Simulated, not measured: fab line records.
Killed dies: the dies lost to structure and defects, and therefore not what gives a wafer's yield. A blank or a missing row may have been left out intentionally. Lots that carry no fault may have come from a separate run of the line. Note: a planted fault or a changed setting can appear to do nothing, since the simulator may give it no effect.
Which tool was responsible? ; flow rit-cmos ; 6 lots, 18 wafers sampled, at 2 steps of a route of 202

WHAT EACH GAUGE READ, for each wafer
RIT_SPACER_THK_MEAS_04.
lot;measured;on;SPACER_NITRIDE_THK (nm)
L292;day 3 03:34;film-metro-04;246.8 248.1 246.8
L294;day 3 12:58;film-metro-04;251.9 250.6 250.0
L296;day 3 23:25;film-metro-01;249.5 249.1 249.0
L298;day 4 09:32;film-metro-01;250.4 246.9 249.3
L305;day 5 21:46;film-metro-04;334.1 333.2 333.9 334.3 333.1 333.6
L309;day 6 15:28;film-metro-04;248.1 247.0 246.3

EACH LOT AND THE TOOL THAT RAN IT (in order: tool; ch and the chambers of the sampled wafers; start)
lot;RIT_SPACER_CVD_03
L292;lpcvd-02 ch 1, day 3 01:38
L294;lpcvd-01 ch 0, day 3 11:03
L296;lpcvd-01 ch 1, day 3 21:29
L298;lpcvd-01 ch 0, day 4 07:36
L305;lpcvd-02 ch 1, day 5 19:51
L309;lpcvd-01 ch 0, day 6 13:33
- RIT_SPACER_CVD_03: deposits Si3N4 from SiH2Cl2/NH3, target thk 250 nm, time 3300 s.

THE ANSWER, worked out from the rows above alone
Rule: the lots themselves supply what counts as usual. Put in order of their means at a reading, lots are off if they are a third of the lots or fewer, leave a main group of 4 or more, and stand apart from it by a gap of 3 or more times the standard deviation of the main group's means; of several such gaps the widest counts. If all means in a main group match to the digits the tables above print for the reading, that group is not used. Also off: a lot with no number at a reading for which 4 or more lots have one. Any other lot the step has rows for is counted as sound.
Off: at RIT_SPACER_THK_MEAS_04 (SPACER_NITRIDE_THK), L305. The main group has a mean of 248.7 nm with a standard deviation of 1.4.
If a tool, at a process step before that reading, ran all the lots that are off and no sound lot after the first of them, it fits. Those tools and the gauges at RIT_SPACER_THK_MEAS_04 are tried in the same way. One candidate fits, namely lpcvd-02 at RIT_SPACER_CVD_03. A fault onset in the window from L292 (day 3 01:38, its last sound lot) to L305 (day 5 19:51, its first lot off) fits.

WHAT THE SIMULATOR PUT IN
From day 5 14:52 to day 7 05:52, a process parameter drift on lpcvd-02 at RIT_SPACER_CVD_03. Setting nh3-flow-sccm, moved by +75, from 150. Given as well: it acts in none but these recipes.
Lots struck among those shown: L305. Same finding as the rule above.
